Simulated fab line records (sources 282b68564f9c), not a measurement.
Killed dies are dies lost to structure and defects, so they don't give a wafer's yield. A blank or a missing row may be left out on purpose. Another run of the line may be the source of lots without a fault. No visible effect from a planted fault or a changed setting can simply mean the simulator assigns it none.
fab line records -- flow ritCmos
record lots=5, wafers=15, lastDay=7
route steps=202 shown NSD@133 PSD@142 SDANNEAL@153 M1@202
lots untouched by any fault: they come from a run of this same line in which no faults occurred
startH: hours from the record's first day to the start of the lot's first wafer shown -- waitH: how many hours have passed since the lot's step before this one -- " the same as in the row above -- L1.1+2: one row covering several wafers at once -- - no value present, or no start provided -- * or withheld: withheld -- < > ~ a bound
route shown NAME@n: NAME is a module with steps in the file, n the number in the route of the first one -- usual: average and standard deviation across the fault-free wafers -- same: alike in all rows -- chamber/n: place in a boat -- sites: the reading at each site -- _std_site: the standard deviation of these -- _edge_site: mean of outer sites minus mean of inner sites -- radiusMm: how far each site lies from the wafer's centre -- mask NAME#n: copy n -- behind: the last tool/chamber to shape the wafer -- hold: cause of the lot's hold/its duration in hours/its outcome -- device: transistor that didn't switch, given as n, p or np -- end of line: at the end of the route, the tests of the same wafers -- a step without rows: its recipe alone -- killed: count of dies lost to structure and defects at first sort (not the wafer's yield) -- map: the dies of a wafer, with x for killed, . for not killed, _ for no die there
set.NAME: setting as actually run; set.NAME@STEP: the setting as run at that earlier step -- model.NAME: the simulator's own value behind a step, which no gauge read
a table for each step, a row for each wafer; lots at some steps of the route
services: the hour from which a tool's chamber was out of use, counted from the record's first day as startH (under 0 if before that day), plus the number of hours and why
## steps
# step RIT_NSD_SOFTBAKE_02
# recipe resist=NOVOLAK, tempC=90, timeS=60
# step RIT_NSD_EXPOSE_03
# recipe maskId=M9, na=0.57, targetCdNm=40700, doseMj=250
# step RIT_NSD_PEB_04
# recipe resist=NOVOLAK, tempC=withheld, timeS=withheld
# step RIT_NSD_DEVELOP_05
# recipe resist=NOVOLAK, developTimeS=50, devTempC=23
# step RIT_NSD_OVL_MEAS_06
# usual NSD_OVL=0.0/1.4
lot.wafer,tool,chamber,startH,waitH,NSD_OVL[nm]
L665.3,overlay-02,-,84.12,-,0.1
L665.4,overlay-02,-,84.12,-,-0.3
L665.5,overlay-02,-,84.12,-,-1.2
L670.1,overlay-01,-,104.15,-,-0.2
L670.4,overlay-01,-,104.15,-,-1.6
L670.6,overlay-01,-,104.15,-,-2.6
L673.1,overlay-01,-,118.66,-,2.0
L673.3,overlay-01,-,118.66,-,1.2
L673.4,overlay-01,-,118.66,-,0.0
L681.2,overlay-01,-,162.32,-,1.4
L681.3,overlay-01,-,162.32,-,3.4
L681.5,overlay-01,-,162.32,-,1.6
L682.3,overlay-02,-,163.66,-,-1.2
L682.4,overlay-02,-,163.66,-,-0.6
L682.5,overlay-02,-,163.66,-,-0.6
# step RIT_NSD_HARDBAKE_07
# recipe resist=NOVOLAK, tempC=140, timeS=60
# step RIT_NSD_IMPLANT_08
# recipe species=P, energyKev=25, doseCm2=1e+15, tiltDeg=7
# step RIT_NSD_STRIP_09
# recipe chemistry=O2, timeS=180, resist=NOVOLAK, platenTempC=withheld, powerW=500, pressureMtorr=4000, o2FlowSccm=4000
# usual drypumpMotorCurrentA=5.9/0.47
lot.wafer,tool,chamber,startH,waitH,drypumpMotorCurrentA,rfHoursCounterH
L665.3,plasmaAsher-04,1,84.50,0.1,6.7,-
L665.4,plasmaAsher-04,0,84.50,0.1,6.4,-
L665.5,plasmaAsher-04,0,84.50,0.1,6.3,-
L670.1,plasmaAsher-02,0,104.48,0.1,5.8,49
L670.4,plasmaAsher-02,0,104.48,0.1,5.8,-
L670.6,plasmaAsher-02,0,104.48,0.1,5.8,-
L673.1,plasmaAsher-03,1,119.00,0.1,5.5,47
L673.3,plasmaAsher-03,0,119.00,0.1,5.9,-
L673.4,plasmaAsher-03,1,119.00,0.1,5.5,-
L681.2,plasmaAsher-03,0,162.65,0.1,5.9,52
L681.3,plasmaAsher-03,1,162.65,0.1,5.4,-
L681.5,plasmaAsher-03,0,162.65,0.1,5.9,-
L682.3,plasmaAsher-02,1,164.04,0.1,5.4,-
L682.4,plasmaAsher-02,0,164.04,0.1,5.8,-
L682.5,plasmaAsher-02,0,164.04,0.1,5.8,-
# step RIT_NSD_TW_MEAS_10
# usual NSD_TW=3112/12
lot.wafer,tool,chamber,startH,waitH,NSD_TW
L665.3,filmMetro-04,-,84.64,0.1,3108
L665.4,filmMetro-04,-,84.64,0.1,3100
L665.5,filmMetro-04,-,84.64,0.1,3093
L670.1,filmMetro-04,-,104.66,0.1,3109
L670.4,filmMetro-04,-,104.66,0.1,3101
L670.6,filmMetro-04,-,104.66,0.1,3107
L673.1,filmMetro-03,-,119.17,0.1,3126
L673.3,filmMetro-03,-,119.17,0.1,3141
L673.4,filmMetro-03,-,119.17,0.1,3116
L681.2,filmMetro-03,-,162.83,0.1,3126
L681.3,filmMetro-03,-,162.83,0.1,3116
L681.5,filmMetro-03,-,162.83,0.1,3102
L682.3,filmMetro-03,-,164.18,0.1,3088
L682.4,filmMetro-03,-,164.18,0.1,3113
L682.5,filmMetro-03,-,164.18,0.1,3129
# step RIT_PSD_HMDS_00
# recipe primeTimeS=60, primeTempC=140
# step RIT_PSD_COAT_01
# recipe resist=NOVOLAK, spinRpm=3250, resistThkNm=1000
# step RIT_PSD_SOFTBAKE_02
# recipe resist=NOVOLAK, tempC=90, timeS=60
# step RIT_PSD_EXPOSE_03
# recipe maskId=M10, na=0.57, targetCdNm=40900, doseMj=250
# usual stageVelMmS=500.04/0.26
lot.wafer,tool,chamber,startH,waitH,mask,stageVelMmS
L665.3,ilineStepper-01,0,85.29,0.2,M10#0,499.95
L665.4,ilineStepper-01,0,85.29,0.2,M10#0,499.80
L665.5,ilineStepper-01,0,85.29,0.2,M10#0,499.50
L670.1,ilineStepper-02,0,105.29,0.2,M9#0,500.37
L670.4,ilineStepper-02,0,105.29,0.2,M9#0,500.35
L670.6,ilineStepper-02,0,105.29,0.2,M9#0,500.20
L673.1,ilineStepper-01,0,119.68,0.1,M10#0,500.00
L673.3,ilineStepper-01,0,119.68,0.1,M10#0,499.68
L673.4,ilineStepper-01,0,119.68,0.1,M10#0,499.81
L681.2,ilineStepper-01,0,163.48,0.2,M10#0,500.19
L681.3,ilineStepper-01,0,163.48,0.2,M10#0,500.12
L681.5,ilineStepper-01,0,163.48,0.2,M10#0,500.30
L682.3,ilineStepper-02,0,164.83,0.2,M10#0,499.47
L682.4,ilineStepper-02,0,164.83,0.2,M10#0,499.78
L682.5,ilineStepper-02,0,164.83,0.2,M10#0,500.02
# step RIT_PSD_PEB_04
# recipe resist=NOVOLAK, tempC=withheld, timeS=withheld
# step RIT_PSD_DEVELOP_05
# recipe resist=NOVOLAK, developTimeS=50, devTempC=23
# step RIT_PSD_OVL_MEAS_06
# usual PSD_OVL=-0.1/1.5
lot.wafer,tool,chamber,startH,waitH,PSD_OVL[nm]
L665.3,overlay-02,-,85.67,-,-0.6
L665.4,overlay-02,-,85.67,-,2.8
L665.5,overlay-02,-,85.67,-,1.6
L670.1,overlay-01,-,105.69,-,-
L670.4,overlay-01,-,105.69,-,-
L670.6,overlay-01,-,105.69,-,-
L673.1,overlay-01,-,120.15,-,-2.1
L673.3,overlay-01,-,120.15,-,0.5
L673.4,overlay-01,-,120.15,-,-1.8
L681.2,overlay-01,-,163.86,-,2.7
L681.3,overlay-01,-,163.86,-,2.4
L681.5,overlay-01,-,163.86,-,3.3
L682.3,overlay-01,-,165.21,-,-0.3
L682.4,overlay-01,-,165.21,-,0.0
L682.5,overlay-01,-,165.21,-,-0.8
# step RIT_PSD_HARDBAKE_07
# recipe resist=NOVOLAK, tempC=140, timeS=60
# step RIT_PSD_IMPLANT_08
# recipe species=BF2, energyKev=27, doseCm2=5e+15, tiltDeg=7
# step RIT_PSD_STRIP_09
# recipe chemistry=O2, timeS=180, resist=NOVOLAK, platenTempC=withheld, powerW=500, pressureMtorr=4000, o2FlowSccm=4000
# usual drypumpMotorCurrentA=5.9/0.4
lot.wafer,tool,chamber,startH,waitH,drypumpMotorCurrentA,rfHoursCounterH
L665.3,plasmaAsher-04,0,86.16,0.1,6.4,-
L665.4,plasmaAsher-04,1,86.16,0.1,6.7,-
L665.5,plasmaAsher-04,1,86.16,0.1,6.7,-
L670.1,plasmaAsher-04,0,106.03,0.1,6.3,34
L670.4,plasmaAsher-04,0,106.03,0.1,6.3,-
L670.6,plasmaAsher-04,1,106.03,0.1,6.7,-
L673.1,plasmaAsher-01,1,120.48,0.1,5.8,0
L673.3,plasmaAsher-01,0,120.48,0.1,5.9,-
L673.4,plasmaAsher-01,1,120.48,0.1,5.8,-
L681.2,plasmaAsher-03,0,164.19,0.1,5.9,52
L681.3,plasmaAsher-03,1,164.19,0.1,5.5,-
L681.5,plasmaAsher-03,0,164.19,0.1,5.9,-
L682.3,plasmaAsher-03,1,165.59,0.1,5.5,-
L682.4,plasmaAsher-03,0,165.59,0.1,5.9,-
L682.5,plasmaAsher-03,1,165.59,0.1,5.5,-
# step RIT_PSD_TW_MEAS_10
# usual PSD_TW=3420/15
lot.wafer,tool,chamber,startH,waitH,PSD_TW
L665.3,filmMetro-02,-,86.30,0.1,3417
L665.4,filmMetro-02,-,86.30,0.1,3411
L665.5,filmMetro-02,-,86.30,0.1,3408
L670.1,filmMetro-02,-,106.21,0.1,30
L670.4,filmMetro-02,-,106.21,0.1,30
L670.6,filmMetro-02,-,106.21,0.1,30
L673.1,filmMetro-02,-,120.66,0.1,3426
L673.3,filmMetro-02,-,120.66,0.1,3437
L673.4,filmMetro-02,-,120.66,0.1,3448
L681.2,filmMetro-02,-,164.38,0.1,3402
L681.3,filmMetro-02,-,164.38,0.1,3398
L681.5,filmMetro-02,-,164.38,0.1,3423
L682.3,filmMetro-03,-,165.72,0.1,3419
L682.4,filmMetro-03,-,165.72,0.1,3412
L682.5,filmMetro-03,-,165.72,0.1,3413
# step RIT_SDANNEAL_CLEAN_00
# recipe chemistry=SC1, mix=3:3:50, timeS=600, tempC=75
# step RIT_M1_PROBE_99
# usual killedAtFrontEnd=7.3/2.8, killedDies=7.3/2.8, killedOnRim=1.9/1.3, killedOpen=3.8/1.9, killedShort=3.5/1.8
# same grossDies=264, killed_at_M0_to_M3=0, killed_at_M4_up=0, killedAtBackSide=0, killedAtContacts=0, killedAtOther=0
lot.wafer,tool,chamber,startH,waitH,killedAtFrontEnd,killedDies,killedOnRim,killedOpen,killedShort
L665.3,prober-01,-,94.35,0.2,8,8,1,4,4
L665.4,prober-01,-,94.40,0.2,8,8,0,4,4
L665.5,prober-01,-,94.45,0.2,5,5,2,1,4
L670.1,prober-01,-,114.26,0.1,264,264,70,3,2
L670.4,prober-01,-,114.41,0.2,264,264,70,3,4
L670.6,prober-01,-,114.51,0.2,264,264,70,2,8
L673.1,prober-02,-,128.38,0.1,9,9,3,6,3
L673.3,prober-02,-,128.48,0.2,9,9,1,4,5
L673.4,prober-02,-,128.53,0.2,5,5,2,3,2
L681.2,prober-02,-,172.40,0.1,5,5,1,5,0
L681.3,prober-02,-,172.45,0.2,6,6,1,1,5
L681.5,prober-02,-,172.55,0.2,5,5,2,3,2
L682.3,prober-01,-,173.95,0.2,7,7,1,5,2
L682.4,prober-01,-,174.00,0.2,10,10,0,6,4
L682.5,prober-01,-,174.05,0.2,9,9,2,4,5
# killed by level:class
L665.3 FOX1:geometricParticle:open=2 GATE:geometricParticle:short=2 FOX2:geometricParticle:short=1 GATE:geometricParticle:open=1 REOX:geometricParticle:short=1 SILICIDE:geometricParticle:open=1
L665.4 SILICIDE:geometricParticle:open=2 FOX1:geometricParticle:short=1 FOX2:geometricParticle:short=1 FOX2:geometricParticle:open=1 GATE:geometricParticle:short=1 SPACER:geometricParticle:open=1 SILICIDE:geometricParticle:short=1
L665.5 SILICIDE:geometricParticle:short=2 FOX1:geometricParticle:open=1 FOX1:geometricParticle:short=1 GATE:geometricParticle:short=1
L670.1 PSD:areaExpose=259 GATE:geometricParticle:short=1 REOX:geometricParticle:open=1 SPACER:geometricParticle:open=1 SILICIDE:geometricParticle:short=1 SILICIDE:geometricParticle:open=1
L670.4 PSD:areaExpose=257 GATE:geometricParticle:short=3 SPACER:geometricParticle:open=1 GATE:geometricParticle:open=1 REOX:geometricParticle:open=1 SILICIDE:geometricParticle:short=1
L670.6 PSD:areaExpose=254 FOX2:geometricParticle:short=3 GATE:geometricParticle:short=3 SILICIDE:geometricParticle:short=2 GATE:geometricParticle:open=1 SILICIDE:geometricParticle:open=1
L673.1 FOX1:geometricParticle:open=3 REOX:geometricParticle:open=3 REOX:geometricParticle:short=2 GATE:geometricParticle:short=1
L673.3 FOX1:geometricParticle:open=2 GATE:geometricParticle:short=2 SPACER:geometricParticle:short=2 REOX:geometricParticle:open=1 REOX:geometricParticle:short=1 SPACER:geometricParticle:open=1
L673.4 REOX:geometricParticle:open=2 FOX1:geometricParticle:open=1 REOX:geometricParticle:short=1 SPACER:geometricParticle:short=1
L681.2 SILICIDE:geometricParticle:open=4 GATE:geometricParticle:open=1
L681.3 GATE:geometricParticle:short=4 FOX2:geometricParticle:short=1 GATE:geometricParticle:open=1
L681.5 REOX:geometricParticle:open=2 FOX1:geometricParticle:short=1 FOX1:geometricParticle:open=1 GATE:geometricParticle:short=1
L682.3 SILICIDE:geometricParticle:open=2 FOX1:geometricParticle:short=1 FOX1:geometricParticle:open=1 GATE:geometricParticle:open=1 GATE:geometricParticle:short=1 SPACER:geometricParticle:open=1
L682.4 FOX1:geometricParticle:open=3 FOX1:geometricParticle:short=2 GATE:geometricParticle:open=2 SPACER:geometricParticle:short=2 SPACER:geometricParticle:open=1
L682.5 FOX1:geometricParticle:short=4 FOX1:geometricParticle:open=2 GATE:geometricParticle:short=1 GATE:geometricParticle:open=1 SPACER:geometricParticle:open=1
# map L670.1 (x killed, . not)
________xxxxxxx_______
_____xxxxxxxxxxxxx____
____xxxxxxxxxxxxxxx___
___xxxxxxxxxxxxxxxxx__
__xxxxxxxxxxxxxxxxxxx_
__xxxxxxxxxxxxxxxxxxx_
_xxxxxxxxxxxxxxxxxxxxx
_xxxxxxxxxxxxxxxxxxxxx
_xxxxxxxxxxxxxxxxxxxxx
_xxxxxxxxxxxxxxxxxxxxx
__xxxxxxxxxxxxxxxxxxx_
__xxxxxxxxxxxxxxxxxxx_
___xxxxxxxxxxxxxxxxx__
____xxxxxxxxxxxxxxx___
_____xxxxxxxxxxxxx____
________xxxxxxx_______
# map L682.4 (x killed, . not)
________......._______
_____.............____
____........x......___
___....x....x.......__
__..................._
__.................x._
_..x..................
_.....................
_.....................
_...x.........x.......
__..................._
__........x.........._
___.................__
____..........x.x..___
_____.............____
________......._______
## services
tool,chamber,startH,hours,kind
plasmaAsher-01,-,83.33,28.1,pm
ilineStepper-02,0,111.26,-,calibration
plasmaAsher-01,-,111.44,9.0,pm
plasmaAsher-01,0,111.44,9.0,ventCycle
plasmaAsher-01,1,111.44,9.0,ventCycle
plasmaAsher-01,-,113.25,4.2,repair
ilineStepper-01,-,115.01,3.7,repair
plasmaAsher-01,0,120.44,-,clean
plasmaAsher-01,1,120.44,-,clean
plasmaAsher-01,-,159.39,3.5,repair
## key
firstSign step=RIT_PSD_EXPOSE_03, reading=mask, direction=changed
effect step=RIT_PSD_OVL_MEAS_06, reading=PSD_OVL, direction=missing
effect step=RIT_PSD_TW_MEAS_10, reading=PSD_TW, direction=down, sigmas=99+, usual=3420, struck=30
effect step=RIT_M1_PROBE_99, reading=killedAtFrontEnd, direction=up, sigmas=90, usual=7.3, struck=264
moreKillsBornAt RIT_PSD_EXPOSE_03@ilineStepper-02=770
metAt RIT_PSD_EXPOSE_03
struckWafers L670.1,L670.4,L670.6
testerLeftOut L670
fault kind=wrongMask, tool=any, chamber=-, onsetH=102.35, steps=RIT_PSD_EXPOSE_03, auxCopy=M9#0, scope=struckLotsOnly
# testerLeftOut: of these lots the tester's yield and bins aren't shown, on N5 and GAA mostly nor the transistor test; their killed dies are dies lost to structure and defects alone, not to doping, threshold or leakage, so they don't give the yield
